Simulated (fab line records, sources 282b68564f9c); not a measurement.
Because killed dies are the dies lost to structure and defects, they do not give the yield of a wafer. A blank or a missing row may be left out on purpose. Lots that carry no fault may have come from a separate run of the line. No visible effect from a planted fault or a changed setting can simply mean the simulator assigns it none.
Which tool is to blame? / flow rit cmos / 7 lots, 21 wafers sampled, at 1 step of a route of 202

WHAT EACH GAUGE READ, for each wafer
RIT_NWELL_OVL_MEAS_06.
lot=L854; measured=day 2 12:31; on=overlay-01; NWELL_OVL (nm)=-3.2 -1.5 -1.6
lot=L856; measured=day 2 22:31; on=overlay-02; NWELL_OVL (nm)=0.4 -0.1 -1.2
lot=L863; measured=day 4 08:10; on=overlay-02; NWELL_OVL (nm)=1.8 -0.5 0.0
lot=L866; measured=day 4 23:54; on=overlay-01; NWELL_OVL (nm)=-0.5 -1.3 -0.3
lot=L869; measured=day 5 14:51; on=overlay-02; NWELL_OVL (nm)=-1.2 -2.5 -1.6
lot=L871; measured=day 6 00:16; on=overlay-01; NWELL_OVL (nm)=1.6 1.3 0.9
lot=L874; measured=day 6 15:32; on=overlay-02; NWELL_OVL (nm)=-2.4 -1.5 0.0

EACH LOT AND THE TOOL THAT RAN IT (in order: tool; ch and the chambers of the sampled wafers; start)
No process step before these readings appears in the record.

THE ANSWER, worked out from the rows above alone
Rule: the lots themselves supply what counts as usual. The widest of any qualifying gaps counts: lots, ordered by their means at a reading, are off when they make up no more than a third of the lots, leave a main group of 4 or more, and stand apart from it by 3 or more times the standard deviation of that group's means. The tables above print the reading to a certain number of digits; a main group whose means all agree to those digits is not used. A lot without any number at a reading at which 4 lots or more have one is off too. The other lots that the step has rows for count as sound.
No lot is off on any of the readings shown, so nothing can be concluded from this.

WHAT THE SIMULATOR HAD INSERTED
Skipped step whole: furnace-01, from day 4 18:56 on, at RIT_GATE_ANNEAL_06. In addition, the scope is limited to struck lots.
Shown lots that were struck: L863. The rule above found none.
